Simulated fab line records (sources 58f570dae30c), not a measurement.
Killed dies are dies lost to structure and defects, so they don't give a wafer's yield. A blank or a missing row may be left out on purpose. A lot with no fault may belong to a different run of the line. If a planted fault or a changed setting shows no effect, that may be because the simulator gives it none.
What tool caused it? ; flow berkeley-cmos170 ; Sampling: 14 lots, 40 wafers, 5 of 331 route steps

WHAT THE GAUGES SHOWED, per wafer
UCB170_GATE_CD_MEAS_12: target cd 350 nm. Usual: cd-nm 349.7 nm, standard deviation 1.4.
lot;measured;on;cd-nm (nm);flag
L540;day 7 05:55;cd-sem-01;352.0 351.2 351.8;
L539;day 7 06:24;cd-sem-01;351.4 351.5 351.1;
L541;day 7 18:11;cd-sem-01;352.6 351.7 352.6;
L543;day 7 18:29;cd-sem-02;350.8 350.9 350.0;
L542;day 7 18:47;cd-sem-01;349.2 348.8 350.2;
L546;day 8 10:08;cd-sem-01;348.9 350.5 351.1;
L545;day 8 10:35;cd-sem-01;350.8 350.7 351.5;
L544;day 8 10:47;cd-sem-02;348.7 348.1 349.5;
L549;day 9 05:40;cd-sem-02;346.4 349.0;
L548;day 9 05:59;cd-sem-01;348.2 347.7 349.0;
L552;day 9 18:59;cd-sem-02;351.0 349.8;
L553;day 9 19:20;cd-sem-01;351.8 352.1 350.5;
L556;day 11 01:11;cd-sem-01;348.6 348.8 348.7;
L558;day 11 01:28;cd-sem-02;349.8 349.0 349.2;

UCB170_PLDD_CD_MEAS_06: target cd 1200 nm. Usual: cd-nm 1199.9 nm, standard deviation 1.3.
lot;measured;on;cd-nm (nm);flag
L540;day 7 08:01;cd-sem-01;1199.2 1199.6 1198.6;
L539;day 7 08:16;cd-sem-01;1196.9 1197.9 1198.3;
L541;day 7 20:05;cd-sem-01;1199.1 1198.4 1200.7;
L543;day 7 20:33;cd-sem-02;1201.0 1202.2 1200.7;
L542;day 7 20:55;cd-sem-01;1199.3 1198.6 1198.8;
L546;day 8 12:35;cd-sem-01;1199.8 1200.3 1199.9;
L545;day 8 12:56;cd-sem-02;1201.5 1199.7 1198.7;
L544;day 8 13:14;cd-sem-01;1200.7 1200.7 1199.5;
L549;day 9 08:30;cd-sem-02;1201.9 1201.5;
L548;day 9 08:58;cd-sem-02;1199.1 1199.4 1199.6;
L552;day 9 21:08;cd-sem-01;1201.2 1201.2;
L553;day 9 21:38;cd-sem-02;1199.9 1199.2 1199.0;
L556;day 11 03:02;cd-sem-02;1201.2 1203.3 1203.3;
L558;day 11 03:38;cd-sem-02;1198.9 1198.9 1199.3;

UCB170_NSD_OVL_MEAS_07. Usual: NSD_OVL -1 nm, standard deviation 5.
lot;measured;on;NSD_OVL (nm);flag
L540;day 7 21:00;overlay-02;0 2 -5;
L539;day 7 21:06;overlay-01;-5 -6 -2;
L541;day 8 09:16;overlay-02;-3 -6 -6;
L543;day 8 08:49;overlay-01;-2 5 5;
L542;day 8 09:17;overlay-01;-5 -3 -14;
L546;day 9 00:06;overlay-02;1 1 0;
L545;day 9 00:23;overlay-02;-3 -5 0;
L544;day 9 00:23;overlay-01;-7 -5 -9;
L549;day 10 00:47;overlay-01;3 8;
L548;day 10 00:44;overlay-01;-1 -3 -6;
L552;day 10 10:25;overlay-02;-3 -5;
L553;day 10 10:40;overlay-01;-1 11 -5;
L556;day 11 13:46;overlay-02;-7 -10 -6;
L558;day 11 14:26;overlay-02;2 5 -7;

UCB170_CONTACT_THK_MEAS_02. Usual: CONTACT_PSG_THK 684 nm, standard deviation 6.8.
lot;measured;on;CONTACT_PSG_THK (nm);flag
L540;day 8 01:18;film-metro-03;698 690 692;
L539;day 8 04:02;film-metro-03;680 678 683;
L541;day 8 13:50;film-metro-04;675 677 676;
L543;day 8 13:32;film-metro-01;686 687 691;
L542;day 8 15:20;film-metro-04;685 682 685;
L546;day 9 05:15;film-metro-04;691 695 687;
L545;day 9 05:37;film-metro-01;682 678 687;
L544;day 9 05:16;film-metro-03;685 685 680;
L549;day 10 06:26;film-metro-04;721 721;OFF
L548;day 10 05:11;film-metro-04;690 689 692;
L552;day 10 14:36;film-metro-03;727 730;OFF
L553;day 10 16:23;film-metro-03;695 696 692;
L556;day 11 18:07;film-metro-01;685 683 688;
L558;day 11 19:55;film-metro-04;682 682 684;

TOOL THAT RAN EACH LOT (tool first, then ch and the chambers of the sampled wafers, then the start)
lot;UCB170_CONTACT_CVD_01
L540;lpcvd-02 ch 0, day 7 23:31
L539;lpcvd-01 ch 1, day 8 01:21
L541;lpcvd-01 ch 0, day 8 12:03
L543;lpcvd-02 ch 0, day 8 11:44
L542;lpcvd-02 ch 0, day 8 13:32
L546;lpcvd-02 ch 1, day 9 03:28
L545;lpcvd-01 ch 0, day 9 03:50
L544;lpcvd-02 ch 0, day 9 03:28
L549;lpcvd-01 ch 1, day 10 04:38
L548;lpcvd-02 ch 0, day 10 03:23
L552;lpcvd-01 ch 1, day 10 12:49
L553;lpcvd-01 ch 0, day 10 14:35
L556;lpcvd-02 ch 1, day 11 16:20
L558;lpcvd-02 ch 1, day 11 18:07
- UCB170_CONTACT_CVD_01: deposits PSG from SiH4/O2/PH3, target thk 700 nm, time 2760 s.

WHAT THE TOOLS THEMSELVES READ (means of the sampled wafers that have a number; where no wafer has one, the mark that the record gives instead)
The record holds no such reading with a usual standard deviation.

THE ANSWER, worked out from the rows above alone
Rule: take the mean of a lot's wafers that have a number; if it is more than 3 standard deviations from the usual mean, the lot is off. Also off: a lot with no number at a reading for which 4 or more lots have one. All remaining lots with rows at the step are treated as sound. First the gauges in route order, then the tools' own readings, where a lot's mean is used as printed above. At the first step where some lot is off, the reading lying furthest off is the one used; lots without a number count as furthest.
Off: at UCB170_CONTACT_THK_MEAS_02 (CONTACT_PSG_THK), L549, L552.
A tool fits if, at a process step before that reading, it ran every lot that is off, and no sound lot after the first of them. Those tools and the gauges at UCB170_CONTACT_THK_MEAS_02 are tried in the same way. No candidate that was tried fits.

WHAT HAD BEEN PUT IN BY THE SIMULATOR
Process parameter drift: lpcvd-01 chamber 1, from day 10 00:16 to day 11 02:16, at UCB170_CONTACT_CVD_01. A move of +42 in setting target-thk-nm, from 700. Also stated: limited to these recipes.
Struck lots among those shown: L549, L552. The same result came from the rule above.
